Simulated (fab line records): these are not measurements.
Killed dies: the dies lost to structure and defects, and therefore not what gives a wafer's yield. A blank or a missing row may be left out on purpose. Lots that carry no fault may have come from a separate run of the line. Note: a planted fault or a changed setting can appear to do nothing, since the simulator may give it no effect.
Matching of chambers + flow rit_cmos + 4 sister chambers for RIT_GATE_ETCH_19 on rie_si-01
The step etches poly-Si in SF6/CHF3/O2, stops on SiO2, time 168.1 s, target depth 312.5 nm. 16 wafers are shown with their chamber, then 8 later ones without.

EACH WAFER AND ITS CHAMBER
| wafer  | chamber | drypump_motor_current_A (A) | throttle_valve_pct (%) | oes_product_au (a.u.) |
|--------|---------|-----------------------------|------------------------|-----------------------|
| L239.1 | 2       | 5.7                         | 10.47                  | 0.850                 |
| L239.3 | 0       | 5.7                         | 10.11                  | 0.859                 |
| L239.6 | 2       | 5.7                         | 10.47                  | 0.865                 |
| L241.4 | 0       | 5.7                         | 10.11                  | 0.865                 |
| L241.5 | 1       | 6.2                         | 10.18                  | 0.837                 |
| L241.6 | 3       | 5.1                         | 10.28                  | 0.847                 |
| L243.1 | 1       | 6.3                         | 10.18                  | 0.836                 |
| L243.3 | 3       | 5.1                         | 10.28                  | 0.837                 |
| L243.6 | 3       | 5.1                         | 10.27                  | 0.835                 |
| L245.4 | 1       | 6.2                         | 10.17                  | 0.837                 |
| L245.5 | 3       | 5.1                         | 10.28                  | 0.835                 |
| L245.6 | 0       | 5.7                         | 10.12                  | 0.861                 |
| L247.1 | 1       | 6.3                         | 10.20                  | 0.839                 |
| L247.4 | 0       | 5.7                         | 10.13                  | 0.862                 |
| L247.6 | 2       | 5.7                         | 10.47                  | 0.854                 |
| L250.1 | 0       | 5.7                         | 10.12                  | 0.852                 |

SIGNATURES (means of the wafers above)
| reading                 | chamber 0 | chamber 1 | chamber 2 | chamber 3 | scatter within a chamber |
|-------------------------|-----------|-----------|-----------|-----------|--------------------------|
| drypump_motor_current_A | 5.700     | 6.250     | 5.700     | 5.100     | 0.0289                   |
| throttle_valve_pct      | 10.1180   | 10.1825   | 10.4700   | 10.2775   | 0.00832                  |
| oes_product_au          | 0.85980   | 0.83725   | 0.85633   | 0.83850   | 0.00516                  |
Rule: for each reading, subtract the chamber's mean from the wafer's reading, divide by that reading's scatter and square the result; add these up over the readings and take the root, which gives the wafer's distance from the chamber. The wafer belongs to the nearest chamber; if the next one is less than 2 further off, it can't be placed. The scatter: take each reading less its chamber's mean, square it, sum over the shown wafers, divide by the number of wafers less the number of chambers, and take the root.

WAFERS MISSING THEIR CHAMBER
| wafer  | drypump_motor_current_A (A) | throttle_valve_pct (%) | oes_product_au (a.u.) |
|--------|-----------------------------|------------------------|-----------------------|
| L250.2 | 6.3                         | 10.18                  | 0.851                 |
| L250.5 | 6.2                         | 10.18                  | 0.842                 |
| L253.2 | 5.1                         | 10.28                  | 0.838                 |
| L253.5 | 5.7                         | 10.13                  | 0.858                 |
| L253.6 | 5.1                         | 10.29                  | 0.849                 |
| L260.2 | 5.7                         | 10.13                  | 0.865                 |
| L260.5 | 5.1                         | 10.28                  | 0.835                 |
| L260.6 | 5.7                         | 10.47                  | 0.844                 |

CHAMBER TAKEN BY EACH
| wafer  | from the rows above | in truth |
|--------|---------------------|----------|
| L250.2 | 1                   | 1        |
| L250.5 | 1                   | 1        |
| L253.2 | 3                   | 3        |
| L253.5 | 0                   | 0        |
| L253.6 | 3                   | 3        |
| L260.2 | 0                   | 0        |
| L260.5 | 3                   | 3        |
| L260.6 | 2                   | 2        |
Placed correctly: 8 of 8. Not placeable from these rows: 0. 0 placed wrongly.
